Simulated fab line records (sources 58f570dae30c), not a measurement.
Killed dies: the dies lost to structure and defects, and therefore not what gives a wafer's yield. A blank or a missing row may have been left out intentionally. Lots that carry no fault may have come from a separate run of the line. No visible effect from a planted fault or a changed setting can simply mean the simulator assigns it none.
Split-lot study || flow berkeleyCmos170 || 23 wafers read across 5 lots, on a route 331 steps long

## THE SPLIT
At UCB170_NLDD_IMPLANT_08, the setting energyKev was moved away from the recipe's 30 on 10 of the 23 wafers read, by -5.6% to +4.4%. This setting was run at the recipe's value on the other wafers.

## FROM THE SPLIT TO THE READING: what the file shows between them, 9 steps
- UCB170_NSD_EXPOSE_03: exposes mask NSELECT MOD, target cd 1200 nm (also split here: doseMj)
- UCB170_NSD_PEB_04
- UCB170_NSD_DEVELOP_05: develop time 45 s
- UCB170_NSD_CD_MEAS_06: target cd 1200 nm
- UCB170_NSD_IMPLANT_08 (also split here: energyKev)
- UCB170_NSD_STRIP_09: strips in O2
- UCB170_NSD_CLEAN_11: cleans in SPM, time 600 s
- UCB170_SDANNEAL_RTA_01: time 5 s
- UCB170_SDANNEAL_RS_MEAS_03: measures by four-point-probe

## THE READING
NLDD_RS (ohm/sq), read at UCB170_SDANNEAL_RS_MEAS_05 with a four-point probe. Typical for fault-free wafers on this fab line: 616.5 ohm/sq, with standard deviation 1.8 ohm/sq.

{"wafer": "L075.1", "tool, chamber at the split": "implanter-01, 0", "energyKev as run": 30, "against the recipe": "recipe", "NLDD_RS, ohm/sq": 616.8, "against lot-mates on the recipe": "-"}
{"wafer": "L075.2", "tool, chamber at the split": "implanter-01, 0", "energyKev as run": 28.79, "against the recipe": "-4.0%", "NLDD_RS, ohm/sq": 623.3, "against lot-mates on the recipe": "+5.1"}
{"wafer": "L075.3", "tool, chamber at the split": "implanter-01, 0", "energyKev as run": 30, "against the recipe": "recipe", "NLDD_RS, ohm/sq": 618.4, "against lot-mates on the recipe": "-"}
{"wafer": "L075.5", "tool, chamber at the split": "implanter-01, 0", "energyKev as run": 28.79, "against the recipe": "-4.0%", "NLDD_RS, ohm/sq": 621.5, "against lot-mates on the recipe": "+3.3"}
{"wafer": "L075.6", "tool, chamber at the split": "implanter-01, 0", "energyKev as run": 30, "against the recipe": "recipe", "NLDD_RS, ohm/sq": 619.5, "against lot-mates on the recipe": "-"}
{"wafer": "L077.1", "tool, chamber at the split": "implanter-04, 0", "energyKev as run": 28.45, "against the recipe": "-5.2%", "NLDD_RS, ohm/sq": 622.2, "against lot-mates on the recipe": "+2.9"}
{"wafer": "L077.2", "tool, chamber at the split": "implanter-04, 0", "energyKev as run": 30, "against the recipe": "recipe", "NLDD_RS, ohm/sq": 621.0, "against lot-mates on the recipe": "-"}
{"wafer": "L077.3", "tool, chamber at the split": "implanter-04, 0", "energyKev as run": 30, "against the recipe": "recipe", "NLDD_RS, ohm/sq": 619.0, "against lot-mates on the recipe": "-"}
{"wafer": "L077.4", "tool, chamber at the split": "implanter-04, 0", "energyKev as run": 28.45, "against the recipe": "-5.2%", "NLDD_RS, ohm/sq": 624.1, "against lot-mates on the recipe": "+4.8"}
{"wafer": "L077.5", "tool, chamber at the split": "implanter-04, 0", "energyKev as run": 30, "against the recipe": "recipe", "NLDD_RS, ohm/sq": 617.9, "against lot-mates on the recipe": "-"}
{"wafer": "L079.2", "tool, chamber at the split": "implanter-04, 0", "energyKev as run": 30, "against the recipe": "recipe", "NLDD_RS, ohm/sq": 616.3, "against lot-mates on the recipe": "-"}
{"wafer": "L079.3", "tool, chamber at the split": "implanter-04, 0", "energyKev as run": 30, "against the recipe": "recipe", "NLDD_RS, ohm/sq": 616.3, "against lot-mates on the recipe": "-"}
{"wafer": "L079.4", "tool, chamber at the split": "implanter-04, 0", "energyKev as run": 30, "against the recipe": "recipe", "NLDD_RS, ohm/sq": 615.2, "against lot-mates on the recipe": "-"}
{"wafer": "L083.1", "tool, chamber at the split": "implanter-04, 0", "energyKev as run": 30, "against the recipe": "recipe", "NLDD_RS, ohm/sq": 614.9, "against lot-mates on the recipe": "-"}
{"wafer": "L083.2", "tool, chamber at the split": "implanter-04, 0", "energyKev as run": 30, "against the recipe": "recipe", "NLDD_RS, ohm/sq": 613.3, "against lot-mates on the recipe": "-"}
{"wafer": "L083.3", "tool, chamber at the split": "implanter-04, 0", "energyKev as run": 31.31, "against the recipe": "+4.4%", "NLDD_RS, ohm/sq": 612.2, "against lot-mates on the recipe": -1.9}
{"wafer": "L083.4", "tool, chamber at the split": "implanter-04, 0", "energyKev as run": 31.31, "against the recipe": "+4.4%", "NLDD_RS, ohm/sq": 611.3, "against lot-mates on the recipe": -2.8}
{"wafer": "L083.5", "tool, chamber at the split": "implanter-04, 0", "energyKev as run": 31.31, "against the recipe": "+4.4%", "NLDD_RS, ohm/sq": 610.3, "against lot-mates on the recipe": -3.8}
{"wafer": "L084.1", "tool, chamber at the split": "implanter-04, 0", "energyKev as run": 30, "against the recipe": "recipe", "NLDD_RS, ohm/sq": 614.5, "against lot-mates on the recipe": "-"}
{"wafer": "L084.2", "tool, chamber at the split": "implanter-04, 0", "energyKev as run": 30, "against the recipe": "recipe", "NLDD_RS, ohm/sq": 614.1, "against lot-mates on the recipe": "-"}
{"wafer": "L084.3", "tool, chamber at the split": "implanter-04, 0", "energyKev as run": 28.32, "against the recipe": "-5.6%", "NLDD_RS, ohm/sq": 619.4, "against lot-mates on the recipe": "+5.1"}
{"wafer": "L084.4", "tool, chamber at the split": "implanter-04, 0", "energyKev as run": 28.32, "against the recipe": "-5.6%", "NLDD_RS, ohm/sq": 617.9, "against lot-mates on the recipe": "+3.6"}
{"wafer": "L084.5", "tool, chamber at the split": "implanter-04, 0", "energyKev as run": 28.32, "against the recipe": "-5.6%", "NLDD_RS, ohm/sq": 617.8, "against lot-mates on the recipe": "+3.5"}

FIT RESULTS
A straight line over all 23 wafers: NLDD_RS changes by -0.922 ohm/sq for each +1% of energyKev; r = -0.77; the points scatter about the line by 2.4 ohm/sq.
The same after taking each lot's own level away (the mean of its wafers on the recipe; 23 wafers): -0.74 ohm/sq for each +1%; r = -0.92; scatter 0.99 ohm/sq.
That fit puts the effect of the largest move of energyKev on the reading at 4.1 ohm/sq.
The lots' own levels span 614.10 to 619.30 ohm/sq, that is 2.9 times the standard deviation above.
So the lot-to-lot level blurs the effect unless lot-mates are compared.
Check: +4.16 ohm/sq against its lot-mates is what the line predicts for one of the wafers moved furthest among these (-5.6%) when that wafer is left out of the fit. It came out at +5.1 ohm/sq against them.

## THESE WAFERS: OTHER SPLITS
Before the reading, these wafers also passed through other splits. Each is held against what the fit with the lots' levels taken away leaves over:
{"other split on the same wafers": "UCB170_PWELL_OXIDATION_02 tempC", "wafers away from the commonest value": 18, "r with NLDD_RS (lot level and that fit taken away)": "+0.00"}
{"other split on the same wafers": "UCB170_PWELL_IMPLANT_15 energyKev", "wafers away from the commonest value": 8, "r with NLDD_RS (lot level and that fit taken away)": -0.23}
{"other split on the same wafers": "UCB170_SCREENOX_OXIDATION_01 oxTimeS", "wafers away from the commonest value": 15, "r with NLDD_RS (lot level and that fit taken away)": -0.02}
{"other split on the same wafers": "UCB170_PVT_IMPLANT_07 energyKev", "wafers away from the commonest value": 11, "r with NLDD_RS (lot level and that fit taken away)": -0.07}
{"other split on the same wafers": "UCB170_PVT_STRIP_08 o2FlowSccm", "wafers away from the commonest value": 5, "r with NLDD_RS (lot level and that fit taken away)": "+0.40"}
{"other split on the same wafers": "UCB170_GATE_PEB_10 pebTempC", "wafers away from the commonest value": 6, "r with NLDD_RS (lot level and that fit taken away)": -0.13}
{"other split on the same wafers": "UCB170_NSD_EXPOSE_03 doseMj", "wafers away from the commonest value": 6, "r with NLDD_RS (lot level and that fit taken away)": "+0.08"}
{"other split on the same wafers": "UCB170_NSD_IMPLANT_08 energyKev", "wafers away from the commonest value": 8, "r with NLDD_RS (lot level and that fit taken away)": "+0.26"}

## THE WHOLE CHAIN: every reading that the file lists as answering this split, in the file's order
{"step": "UCB170_NLDD_IMPLANT_08", "what it does": "", "reading": "implant.rpNm (the simulator's own value, which no gauge read)", "change (the file's fit)": "+0.162 nm for each +1% of the setting", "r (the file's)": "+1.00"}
{"step": "UCB170_NLDD_IMPLANT_08", "what it does": "", "reading": "implant.drpNm (the simulator's own value, which no gauge read)", "change (the file's fit)": "+0.0702 nm for each +1% of the setting", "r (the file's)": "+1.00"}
{"step": "UCB170_SDANNEAL_RS_MEAS_05", "what it does": "measures by four-point-probe", "reading": "NLDD_RS", "change (the file's fit)": "-0.774 for each +1% of the setting", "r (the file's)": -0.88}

## THE FILE'S OWN FIT
NLDD_RS changes by -0.774 ohm/sq for each +1% of energyKev, r = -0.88.
